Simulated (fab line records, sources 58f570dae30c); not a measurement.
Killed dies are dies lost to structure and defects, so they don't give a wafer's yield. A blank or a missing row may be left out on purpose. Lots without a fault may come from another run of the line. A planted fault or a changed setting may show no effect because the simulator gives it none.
A struck lot beside a sound one | flow berkeley_cmos170 | 14 steps out of a route of 331
Sound: wafers L122.1, L122.2, L122.6. Struck: wafers L125.3, L125.4, L125.6. The cause comes at the end.
At each step with rows: each side's tool, then ch and its chambers, then its first start. Under that, the readings that differ: sound wafers | struck wafers | difference of the means | sigmas: that difference in standard deviations of wafers without a fault.
alike: readings whose means differ by less than 2 such deviations, and words and numbers that are the same on both sides. not compared: withheld readings, readings that some wafer has no value for, bounds like >300 that may hide the same value, and numbers for which the record gives no deviation and whose values overlap.
The two part at a step that has a row with sigmas, a row that says differs or no value, or rows on one side only. Numbers that don't overlap but have no deviation are shown without sigmas and don't part them. A reading that every wafer of one side lacks parts them only if that side has two wafers or more.

UCB170_M1_CD_MEAS_90: target cd 700 nm.
  sound on cd_sem-01, day 8 11:59; struck on cd_sem-02, day 8 12:32
  alike: cd_nm
then, 1 step without rows for these wafers: UCB170_M1_ANNEAL_14 (time 1200 s).
UCB170_V1_CVD_00: deposits SiO2 from TEOS/O2, target thk 2000 nm, time 250 s.
  sound on pecvd-01 ch 0,1, day 8 17:11; struck on pecvd-03 ch 1,2, day 8 17:11
  alike: heater_power_w
UCB170_V1_THK_MEAS_01:
  sound on film_metro-03, day 8 17:20; struck on film_metro-02, day 8 17:21
  alike: V1_TEOS_THK
UCB170_V1_CMP_02: polishes SiO2.
  sound on cmp-02 ch 2,3, day 8 17:23; struck on cmp-01 ch 1,2,3, day 8 17:29
  alike: motor_current_A, slurry_flow_ml_min
UCB170_V1_BOW_MEAS_03:
  sound on film_metro-01, day 8 17:41; struck on film_metro-03, day 8 17:44
  alike: V1_BOW
UCB170_V1_THK_MEAS_04:
  sound on film_metro-01, day 8 17:49; struck on film_metro-03, day 8 17:50
  alike: V1_POLISHED_THK
then, 5 steps without rows for these wafers: UCB170_V1_CLEAN_05 (cleans in DIW); UCB170_V1_HMDS_06 (prime time 60 s); UCB170_V1_COAT_07 (resist thk 905.2 nm); UCB170_V1_SOFTBAKE_08 (time 60 s); UCB170_V1_EXPOSE_09 (exposes mask VIA1, target cd 700 nm).
UCB170_V1_PEB_10:
  sound on litho_track-01 ch 0, day 8 18:37; struck on litho_track-02, day 8 18:54
  no value came back on the struck wafers for chill_plate_temp_C (C), exhaust_pa (Pa); on the sound wafers chill_plate_temp_C (C) reads 22.91 22.99 22.85
then, 1 step without rows for these wafers: UCB170_V1_DEVELOP_11 (develop time 45 s).

WHERE THEY PART
Only at UCB170_V1_PEB_10, within this record.

WHY: what the simulator had put in
Skipped step whole: litho_track-02, from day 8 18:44 on, at UCB170_V1_PEB_10. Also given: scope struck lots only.
